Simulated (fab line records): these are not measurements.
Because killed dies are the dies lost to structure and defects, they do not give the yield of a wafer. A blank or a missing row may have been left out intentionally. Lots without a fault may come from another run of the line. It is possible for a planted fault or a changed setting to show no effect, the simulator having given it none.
Comparing a struck lot with a sound one || flow rit-cmos || 17 steps out of a route of 202
Sound: these wafers, L204.2, L204.3, L204.4. Wafers L212.2, L212.3, L212.5 were the ones struck. Last of all comes the cause.
Per side, at each step with rows, come the tool, then ch with its chambers, and then its first start. Under that, the readings that differ: sound wafers || struck wafers || difference of the means || sigmas: that difference in standard deviations of wafers without a fault.
alike: words and numbers the same on both sides, and readings whose means are apart by under 2 such deviations; not compared: readings that were withheld, readings missing a value for some wafer, numbers with overlapping values and no deviation given by the record, and bounds like >300 which may hide the same value.
The two part at a step that has a row with sigmas, a row that says differs or no value, or rows on one side only. Numbers that don't overlap but have no deviation are shown without sigmas and don't part them. A reading that every wafer of one side lacks parts them only if that side has two wafers or more.

first, 2 steps without rows for these wafers: RIT_NRETRO_HARDBAKE_07 (time 120 s); RIT_NRETRO_IMPLANT_08.
RIT_NRETRO_STRIP_09: strips in O2, time 180 s.
  sound on plasma-asher-02 ch 0,1, day 3 16:46; struck on plasma-asher-03 ch 0,1, day 5 09:04
  alike: drypump-motor-current-A
  not compared: rf-hours-counter-h
RIT_NRETRO_TW_MEAS_10:
  sound on film-metro-04, day 3 16:57; struck on film-metro-03, day 5 09:16
  alike: NRETRO_TW
then, 6 steps without rows for these wafers: RIT_PRETRO_HMDS_00 (prime time 60 s); RIT_PRETRO_COAT_01 (resist thk 1300 nm); RIT_PRETRO_SOFTBAKE_02 (time 60 s); RIT_PRETRO_EXPOSE_03 (exposes mask M5, target cd 43700 nm); RIT_PRETRO_PEB_04; RIT_PRETRO_DEVELOP_05 (develop time 68 s).
RIT_PRETRO_OVL_MEAS_06:
  sound on overlay-01, day 3 18:01; struck on overlay-02, day 5 10:19
  alike: PRETRO_OVL
then, 1 step without rows for these wafers: RIT_PRETRO_HARDBAKE_07 (time 120 s).
RIT_PRETRO_IMPLANT_08:
  sound on implanter-02 ch 0, day 3 18:26; struck on implanter-02 ch 0, day 5 10:37
{"reading": "dose-ions-cm2", "sound": "1.2017e+13 1.1985e+13 1.2019e+13", "struck": "1.6321e+13 1.6323e+13 1.6341e+13", "difference": "+4.3213e+12", "sigmas": "+99 or more"}
{"reading": "faraday-current-uA", "sound": "36.7 36.9 38.0", "struck": "52.7 49.9 52.6", "difference": "+14.5", "sigmas": "+18"}
  alike: tilt-deg
RIT_PRETRO_STRIP_09: strips in O2, time 180 s.
  sound on plasma-asher-01 ch 0,1, day 3 18:34; struck on plasma-asher-01 ch 0,1, day 5 10:45
  alike: drypump-motor-current-A
  not compared: rf-hours-counter-h
RIT_PRETRO_TW_MEAS_10:
  sound on film-metro-02, day 3 18:45; struck on film-metro-02, day 5 10:56
{"reading": "PRETRO_TW", "sound": "482.6 481.5 481.6", "struck": "526.0 530.8 530.0", "difference": "+47.0", "sigmas": "+18"}
then, 1 step without rows for these wafers: RIT_GATE_WET_ETCH_00 (etches SiO2 in BOE, target depth 56 nm, time 60 s).
RIT_M1_PROBE_99:
  sound on prober-02, day 4 19:56; struck on prober-02, day 6 11:57
{"reading": "model.etest.nmos_0p3.r-on-ohm-um", "sound": "2124 2120 2095", "struck": "2336 2350 2317", "difference": "+221", "sigmas": ""}
{"reading": "model.etest.nmos_0p15.r-on-ohm-um", "sound": "1115 1110 1094", "struck": "1227 1217 1239", "difference": "+121", "sigmas": ""}
{"reading": "model.etest.nmos-turned.drive-ua-um", "sound": "324 331.2 342", "struck": "290.5 281.9 286.2", "difference": -46.2, "sigmas": ""}
{"reading": "model.etest.nmos_0p15.drive-ua-um", "sound": "474.3 489.4 487.4", "struck": "429 425.6 423.7", "difference": -58, "sigmas": ""}
{"reading": "model.etest.nmos_0p3.drive-ua-um", "sound": "228.2 233.8 232.8", "struck": "202.1 198.1 200.9", "difference": -31.2, "sigmas": ""}
{"reading": "model.etest.nmos-narrow.drive-ua-um", "sound": "231.7 239.5 235.9", "struck": "200.8 199.4 201.5", "difference": -35.1, "sigmas": ""}
{"reading": "model.etest.ring.delay-ps", "sound": "26.83 25.9 25.94", "struck": "28.43 28.45 28.65", "difference": "+2.29", "sigmas": ""}
{"reading": "model.etest.retro-edge-nmos.off-log10-a-um", "sound": "-9.726 -9.485 -9.444", "struck": "-10.91 -11.02 -10.85", "difference": -1.37, "sigmas": ""}
  alike: killed-at-contacts, killed-at-front-end, killed-dies, killed-open, killed-short

WHERE THEY PART
Earliest at RIT_PRETRO_IMPLANT_08; latest, in this record, at RIT_PRETRO_TW_MEAS_10. Later steps at which nothing parts them and some readings are alike: RIT_M1_PROBE_99.

WHY: whatever the simulator had introduced
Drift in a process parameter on implanter-02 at RIT_PRETRO_IMPLANT_08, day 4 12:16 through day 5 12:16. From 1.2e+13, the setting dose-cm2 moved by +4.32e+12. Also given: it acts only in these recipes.
